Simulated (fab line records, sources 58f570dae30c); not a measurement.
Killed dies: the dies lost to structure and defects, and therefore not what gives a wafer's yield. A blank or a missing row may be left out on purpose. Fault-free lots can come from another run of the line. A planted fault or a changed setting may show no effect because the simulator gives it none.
Problem report, 8D (eight disciplines) form, completed by code    flow berkeley-cmos170    the parts of the form that need people (team, actions taken, sign-off) are left out

== 1. WHAT WENT WRONG ==
cd-nm at UCB170_M3_CD_MEAS_90 reads a mean of 725 nm on 3 wafers of 2 lots; wafers without a fault read 701 nm with a standard deviation of 4.3. That is +5.7 standard deviations from the usual mean.
The step: target cd 700 nm.
First seen on wafer L570.2, day 11 10:10, on cd-sem-01. Wafers with a number at this step in the record: 42, from 14 lots. The rule behind "out" and "out of limits": a value lying over 4 standard deviations away from the usual mean. The other wafers with a number count as sound.

== 2. WHAT IT IS; WHAT IT IS NOT ==
question                     is                      is not
which readings at this step  cd-nm                   -
which lots                   L570, L571              L553, L556, L558, L559, L560, L561, L563, L565, L566, L572, L573, L575
which wafers of those lots   L570.2, L570.6, L571.4  L570.1, L571.3, L571.6
read on which gauges         cd-sem-01               cd-sem-02
when                         from day 11 10:10       up to then (28 sound wafers); but 11 sound wafers of L571, L572, L573, L575 came after

== 3. WHAT RULES OUT EACH SUSPECT ==
Counting: if a tool at a process step up to the reading ran every lot that is out, it stays a suspect. Sound lots after the first of them don't rule it out here, since some wafers of a struck lot are sound.
- the gauge at UCB170_M3_CD_MEAS_90 is ruled out. All the wafers that are out were read on cd-sem-01, but those of them that UCB170_M3_METAL_ETCH_18 has rows for are out there too, on other tools.
- rie-metal-01 at UCB170_M3_METAL_ETCH_18 (etches Al in Cl2/BCl3, stops on SiO2, target depth 1170 nm, time 195 s): kept. Ran every lot that is out, first one L570 (day 11 09:53); last sound lot up to then L556 (day 8 10:18). Its own rf-fwd-power-W readings are out on those wafers.
- Within rie-metal-01 at UCB170_M3_METAL_ETCH_18: the wafers that are out ran in chamber 0; their sound lot-mates ran in chamber 1.
Left after counting: rie-metal-01 at UCB170_M3_METAL_ETCH_18.

== 4. THE CAUSE (what the simulator had put in) ==
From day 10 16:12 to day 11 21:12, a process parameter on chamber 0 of rie-metal-01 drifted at UCB170_M3_METAL_ETCH_18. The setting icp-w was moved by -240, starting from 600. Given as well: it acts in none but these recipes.
This tool alone remained once counting was done.

== 5. THE EFFECT CHAIN, in route order ==
Rows list readings where the struck wafers' mean (over those with a number) sits beyond 3 standard deviations from the usual. Only readings for which the record gives a usual standard deviation are gone through. hours: the time from each lot's start at the first step in this table that gives one to its start at this step, as a median over the lots. sigmas: the change in usual standard deviations.
hours  step                     reading         usual       on struck wafers  change  sigmas
0      UCB170_M3_METAL_ETCH_18  oes-product-au  0.857 a.u.  0.784             -0.073  -4.0
0      UCB170_M3_METAL_ETCH_18  rf-fwd-power-W  598.5 W     359.8             -238.7  -99 or more
0      UCB170_M3_STRIP_19       oes-product-au  0.538 a.u.  0.723             +0.185  +8.4
0      UCB170_M3_CD_MEAS_90     cd-nm           701 nm      725               +24     +5.7
The process steps in it:
- UCB170_M3_METAL_ETCH_18: etches Al in Cl2/BCl3, stops on SiO2, target depth 1170 nm, time 195 s.
- UCB170_M3_STRIP_19: strips in O2.

== 6. HOW IT WOULD HAVE BEEN CAUGHT EARLIER ==
Counted from the fault's start at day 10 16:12, it took 18 hours until the first out-of-limits reading at a measuring or inspecting step in this record, taken at day 11 10:10.
Tool's own readings at UCB170_M3_METAL_ETCH_18, rf-fwd-power-W: out on all struck wafers the step has rows for; an alarm limit on them would have tripped on the first.
Among the 2 lots that are out, L571 began UCB170_M3_METAL_ETCH_18 on rie-metal-01 after day 11 10:10. Holding the tool at that time would have saved it.
